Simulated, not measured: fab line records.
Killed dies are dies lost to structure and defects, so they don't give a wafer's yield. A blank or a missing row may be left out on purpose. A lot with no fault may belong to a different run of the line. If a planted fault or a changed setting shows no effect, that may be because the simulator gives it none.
fab line records -- flow rit-cmos
[record] lots = 6, wafers = 18, last-day = 7
route steps=202 shown NSD@135 PSD@142
lots that met no fault: from a run of the same line without faults
start-h: hours from the record's first day to the start of the lot's first wafer shown -- wait-h: hours from the lot's prior step to this one -- " unchanged from the row above -- L1.1+2: several wafers, shown together as one row -- - value missing, or start not given -- * or withheld: withheld -- < > ~ a bound
route shown NAME@n: names a module that has steps shown in the file, with the first one's number in the route -- usual: mean and standard deviation over wafers with no fault -- same: alike in all rows -- chamber/n: place in a boat -- sites: readings site by site -- _std_site: how widely they spread, as a standard deviation -- _edge_site: outer sites' mean less inner sites' -- radius-mm: for every site, how far away it sits from the centre of the wafer -- mask NAME#n: copy n -- behind: the last tool/chamber to shape the wafer -- hold: what put the lot on hold/how long, in hours/how the hold closed -- device: the transistor (n, p or np) that didn't switch -- end of line: the tests these same wafers got at the end of their route -- for a step that has no rows: nothing shown but its recipe -- killed: dies lost to structure and defects at the first sort, not the wafer's yield -- map: the dies of a wafer, with x for killed, . for not killed, _ for no die there
set.NAME: the setting the step ran with; set.NAME@STEP: the setting that earlier step ran with -- model.NAME: the simulator's own value behind a step, which no gauge read
a table for each step, a row for each wafer; lots at some steps of the route
[[steps]]
[step RIT_NSD_PEB_04]
[recipe] resist = NOVOLAK, temp-c = withheld, time-s = withheld
[step RIT_NSD_DEVELOP_05]
[recipe] resist = NOVOLAK, develop-time-s = 50, dev-temp-c = 23
[step RIT_NSD_OVL_MEAS_06]
[usual] NSD_OVL = 0.1/1.3
lot.wafer,tool,chamber,start-h,wait-h,NSD_OVL[nm]
L638.2,overlay-02,-,59.58,-,-0.4
L638.4,overlay-02,-,59.58,-,-2.0
L638.5,overlay-02,-,59.58,-,0.8
L640.2,overlay-02,-,69.66,-,-1.3
L640.3,overlay-02,-,69.66,-,-2.7
L640.6,overlay-02,-,69.66,-,-4.0
L641.1,overlay-02,-,73.50,-,-0.8
L641.4,overlay-02,-,73.50,-,-3.0
L641.6,overlay-02,-,73.50,-,-2.2
L651.2,overlay-01,-,125.96,-,1.7
L651.4,overlay-01,-,125.96,-,1.4
L651.6,overlay-01,-,125.96,-,0.5
L653.2,overlay-01,-,138.01,-,1.2
L653.3,overlay-01,-,138.01,-,2.1
L653.5,overlay-01,-,138.01,-,-1.1
L656.3,overlay-02,-,152.86,-,1.3
L656.4,overlay-02,-,152.86,-,-0.7
L656.6,overlay-02,-,152.86,-,3.0
[step RIT_NSD_HARDBAKE_07]
[recipe] resist = NOVOLAK, temp-c = 138.8, time-s = 60
[step RIT_NSD_IMPLANT_08]
[recipe] species = P, energy-kev = 24.54, dose-cm2 = 1e+15, tilt-deg = 7
[step RIT_NSD_STRIP_09]
[recipe] chemistry = O2, time-s = 180, resist = NOVOLAK, platen-temp-c = withheld, power-w = 500, pressure-mtorr = 4000, o2-flow-sccm = 4000
[usual] drypump-motor-current-A = 5.9/0.35
lot.wafer,tool,chamber,start-h,wait-h,drypump-motor-current-A,rf-hours-counter-h
L638.2,plasma-asher-01,0,59.91,0.1,5.8,39
L638.4,plasma-asher-01,1,59.91,0.1,6.4,-
L638.5,plasma-asher-01,1,59.91,0.1,6.4,-
L640.2,plasma-asher-02,0,69.99,0.1,5.6,30
L640.3,plasma-asher-02,0,69.99,0.1,5.7,-
L640.6,plasma-asher-02,1,69.99,0.1,5.5,-
L641.1,plasma-asher-01,1,73.83,0.1,6.4,40
L641.4,plasma-asher-01,0,73.83,0.1,5.8,-
L641.6,plasma-asher-01,1,73.83,0.1,6.4,-
L651.2,plasma-asher-02,0,126.29,0.1,5.7,36
L651.4,plasma-asher-02,1,126.29,0.1,5.5,-
L651.6,plasma-asher-02,1,126.29,0.1,5.5,-
L653.2,plasma-asher-01,0,138.34,0.1,5.8,47
L653.3,plasma-asher-01,0,138.34,0.1,5.8,-
L653.5,plasma-asher-01,0,138.34,0.1,5.8,-
L656.3,plasma-asher-01,0,153.24,0.1,5.8,-
L656.4,plasma-asher-01,1,153.24,0.1,6.4,-
L656.6,plasma-asher-01,0,153.24,0.1,5.8,-
[step RIT_NSD_TW_MEAS_10]
[usual] NSD_TW = 3107/27
lot.wafer,tool,chamber,start-h,wait-h,NSD_TW
L638.2,film-metro-03,-,60.10,0.1,3092
L638.4,film-metro-03,-,60.10,0.1,3119
L638.5,film-metro-03,-,60.10,0.1,3105
L640.2,film-metro-01,-,70.17,0.1,3065
L640.3,film-metro-01,-,70.17,0.1,3054
L640.6,film-metro-01,-,70.17,0.1,3071
L641.1,film-metro-04,-,74.01,0.1,3141
L641.4,film-metro-04,-,74.01,0.1,3114
L641.6,film-metro-04,-,74.01,0.1,3120
L651.2,film-metro-03,-,126.47,0.1,3105
L651.4,film-metro-03,-,126.47,0.1,3112
L651.6,film-metro-03,-,126.47,0.1,3088
L653.2,film-metro-04,-,138.52,0.1,3137
L653.3,film-metro-04,-,138.52,0.1,3133
L653.5,film-metro-04,-,138.52,0.1,3145
L656.3,film-metro-03,-,153.38,0.1,3130
L656.4,film-metro-03,-,153.38,0.1,3103
L656.6,film-metro-03,-,153.38,0.1,3121
[step RIT_PSD_HMDS_00]
[recipe] prime-time-s = 60, prime-temp-c = 140
[step RIT_PSD_COAT_01]
[recipe] resist = NOVOLAK, spin-rpm = 3250, resist-thk-nm = 1000
[step RIT_PSD_SOFTBAKE_02]
[recipe] resist = NOVOLAK, temp-c = 90, time-s = 60
[step RIT_PSD_EXPOSE_03]
[recipe] mask-id = M10, na = 0.57, target-cd-nm = 40900, dose-mj = 250
[step RIT_PSD_PEB_04]
[recipe] resist = NOVOLAK, temp-c = withheld, time-s = withheld
[step RIT_PSD_DEVELOP_05]
[recipe] resist = NOVOLAK, develop-time-s = 50, dev-temp-c = 23
[usual] chill-plate-temp-C = 23.00/0.13, develop-time-s = 50/0
lot.wafer,tool,chamber,start-h,wait-h,chill-plate-temp-C,develop-time-s
L638.2,litho-track-02,0,60,-,22.83,50
L638.4,litho-track-02,0,60,-,22.85,50
L638.5,litho-track-02,0,60,-,22.92,50
L640.2,litho-track-01,-,71,-,-,-
L640.3,litho-track-01,-,71,-,-,-
L640.6,litho-track-01,-,71,-,-,-
L641.1,litho-track-02,-,74,-,-,-
L641.4,litho-track-02,-,74,-,-,-
L641.6,litho-track-02,-,74,-,-,-
L651.2,litho-track-01,0,127,-,23.10,50
L651.4,litho-track-01,0,127,-,23.06,50
L651.6,litho-track-01,0,127,-,23.20,50
L653.2,litho-track-02,0,139,-,23.00,50
L653.3,litho-track-02,0,139,-,23.03,50
L653.5,litho-track-02,0,139,-,23.04,50
L656.3,litho-track-01,0,154,-,22.93,50
L656.4,litho-track-01,0,154,-,22.95,50
L656.6,litho-track-01,0,154,-,22.85,50
[step RIT_PSD_OVL_MEAS_06]
[usual] PSD_OVL = -0.2/1.4
lot.wafer,tool,chamber,start-h,wait-h,PSD_OVL[nm]
L638.2,overlay-01,-,61.00,-,-1.3
L638.4,overlay-01,-,61.00,-,-0.2
L638.5,overlay-01,-,61.00,-,0.6
L640.2,overlay-01,-,71.20,-,-
L640.3,overlay-01,-,71.20,-,-
L640.6,overlay-01,-,71.20,-,-
L641.1,overlay-01,-,74.92,-,-
L641.4,overlay-01,-,74.92,-,-
L641.6,overlay-01,-,74.92,-,-
L651.2,overlay-02,-,127.42,-,-2.0
L651.4,overlay-02,-,127.42,-,-1.8
L651.6,overlay-02,-,127.42,-,-1.6
L653.2,overlay-02,-,139.43,-,0.2
L653.3,overlay-02,-,139.43,-,-0.3
L653.5,overlay-02,-,139.43,-,1.0
L656.3,overlay-01,-,154.32,-,-0.2
L656.4,overlay-01,-,154.32,-,-0.1
L656.6,overlay-01,-,154.32,-,0.2
[[key]]
[first-sign] step = RIT_PSD_DEVELOP_05, reading = tool-record, direction = missing
effect none on later readings
met-at RIT_PSD_DEVELOP_05
struck-wafers L640.2,L640.3,L640.6,L641.1,L641.4,L641.6
sort-left-out L640.2,L640.3,L640.6,L641.1,L641.4,L641.6
tester-left-out L640,L641
onset-between 60 71
[fault] kind = skipped-step-whole, tool = litho-track-01,litho-track-02, chamber = -, onset-h = 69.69, steps = RIT_PSD_DEVELOP_05, scope = struck-lots-only
// tester-left-out: of these lots the tester's yield and bins aren't shown, on N5 and GAA mostly nor the transistor test; their killed dies are dies lost to structure and defects alone, not to doping, threshold or leakage, so they don't give the yield
// sort-left-out: the simulated sort isn't trusted on such a fault, so these wafers' sort isn't shown, and their yield isn't known
